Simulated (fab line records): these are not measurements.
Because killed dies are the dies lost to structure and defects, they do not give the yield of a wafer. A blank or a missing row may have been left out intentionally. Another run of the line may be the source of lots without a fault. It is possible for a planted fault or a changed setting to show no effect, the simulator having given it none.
Code-filled problem report in 8D (eight disciplines) form | flow rit-cmos | the parts of the form that need people (team, actions taken, sign-off) are left out

== 1. WHAT WENT WRONG ==
A mean of 289.4 W is read at RIT_SPACER_ETCHBACK_05 for rf-fwd-power-W, taken on 1 wafer of 1 lot, against 249.3 W (standard deviation 0.72) on wafers free of any fault. Measured from the usual mean, that is +56 standard deviations.
The step: etches Si3N4 in SF6/CHF3, stops on SiO2, target depth 250 nm, time 240 s.
Earliest sighting: wafer L226.1 on rie-diel-04 at day 4 18:18. The record holds 39 wafers of 13 lots with a number at this step. Rule for "out", or "out of limits": more than 4 standard deviations from the usual mean. The other wafers with a number count as sound.

== 2. WHAT IT IS, WHAT IT ISN'T ==
question                    | is               | is not
which readings at this step | rf-fwd-power-W   | drypump-motor-current-A, oes-product-au, throttle-valve-pct
which lots                  | L226             | L218, L219, L220, L221, L229, L231, L232, L233, L236, L237, L239, L240
which wafers of those lots  | L226.1           | L226.3, L226.6
read on which tools         | rie-diel-04      | rie-diel-01, rie-diel-03
when                        | from day 4 18:18 | up to then (14 sound wafers); but 24 sound wafers of L229, L231, L232, L233, L236, L237, L239, L240 came after

== 3. THE SUSPECTS, EACH WITH WHAT RULES IT OUT ==
Counting: a tool at a process step up to the reading stays a suspect if it ran every lot that is out. Sound lots after the first of them don't rule it out here, since some wafers of a struck lot are sound.
- plasma-asher-03 at RIT_NWELL_STRIP_09 (strips in O2, time 180 s): kept. It ran the lot that is out, L226 (day 3 17:38).
- rie-diel-04 at RIT_SPACER_ETCHBACK_05 (etches Si3N4 in SF6/CHF3, stops on SiO2, target depth 250 nm, time 240 s): kept. The lot that is out, L226, ran on it at day 4 18:18; the last sound lot it ran before that was L219, at day 3 09:57. Its own readings are out on those wafers: rf-fwd-power-W.
- rie-diel-04, RIT_SPACER_ETCHBACK_05: wafers that are out in chamber 2, sound lot-mates in chambers 0, 1.
Left after counting: plasma-asher-03 at RIT_NWELL_STRIP_09, rie-diel-04 at RIT_SPACER_ETCHBACK_05.

== 4. THE CAUSE (what the simulator had put in) ==
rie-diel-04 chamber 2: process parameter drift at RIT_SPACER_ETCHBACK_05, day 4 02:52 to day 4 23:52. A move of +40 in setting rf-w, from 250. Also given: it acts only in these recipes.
2 suspects survive the count, and this tool is in that group.

== 5. THE CHAIN OF EFFECTS, in route order ==
Each row: a reading whose mean over the struck wafers that have a number lies more than 3 standard deviations from the usual. Only readings whose record carries a usual standard deviation are examined. hours: median over the lots of the time between each lot's start at the first step of this table that gives one and its start at this step. sigmas: the change, counted in usual standard deviations.
hours | step                   | reading        | usual   | on struck wafers | change | sigmas
0     | RIT_SPACER_ETCHBACK_05 | rf-fwd-power-W | 249.3 W | 289.4            | +40.1  | +56
The process steps in it:
- RIT_SPACER_ETCHBACK_05: etches Si3N4 in SF6/CHF3, stops on SiO2, target depth 250 nm, time 240 s.

== 6. WHAT WOULD HAVE CAUGHT IT SOONER ==
The fault began at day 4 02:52; the first out-of-limits reading in this record came at day 4 18:18, 15 hours later.
